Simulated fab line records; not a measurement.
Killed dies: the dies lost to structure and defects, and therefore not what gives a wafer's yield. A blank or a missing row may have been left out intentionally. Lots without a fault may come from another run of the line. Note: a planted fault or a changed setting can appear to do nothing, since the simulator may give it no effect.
Chamber matching    flow berkeley-cmos170    4 sister chambers for UCB170_PWELL_ETCH_14 on rie-diel-02
The step etches Si3N4 in CH3F/Ar/O2, stops on SiO2, target depth 242 nm, time 151 s. 8 wafers are shown with their chamber, then 7 later ones without.

WAFERS, EACH WITH ITS CHAMBER
wafer   chamber  throttle-valve-pct (%)  drypump-motor-current-A (A)
L731.5  1        8.17                    5.6
L732.2  1        8.15                    5.6
L737.5  0        8.02                    5.7
L738.3  2        7.92                    5.9
L738.4  3        8.16                    5.6
L738.5  0        8.05                    5.6
L740.1  3        8.17                    5.6
L740.2  2        7.93                    5.9

WAFERS MISSING THEIR CHAMBER
wafer   throttle-valve-pct (%)  drypump-motor-current-A (A)
L740.5  8.17                    5.6
L750.2  8.04                    5.7
L750.3  8.15                    5.6
L750.4  7.93                    5.8
L753.1  8.04                    5.7
L753.2  7.92                    5.9
L753.3  8.17                    5.6

WHICH CHAMBER EACH WENT THROUGH
wafer   from the rows above      in truth
L740.5  can't be placed: 3 or 1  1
L750.2  0                        0
L750.3  can't be placed: 1 or 3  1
L750.4  2                        2
L753.1  0                        0
L753.2  2                        2
L753.3  can't be placed: 3 or 1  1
Correct placement for 4 of the 7. From these rows, 3 cannot be placed; in 3 the true chamber is one of the candidates. Placed wrongly: 0.
How it was worked out, from the rows above alone: a wafer's distance from a chamber is the root of the sum, over the readings, of the square of ((its reading less the chamber's mean) divided by the reading's scatter). The wafer belongs to the nearest chamber; if the next one is less than 2 further off, it can't be placed. Each chamber's mean is taken over the wafers shown for it. The scatter: the root of (the sum of the squares of (reading less its chamber's mean) over the shown wafers, divided by (wafers less chambers)).
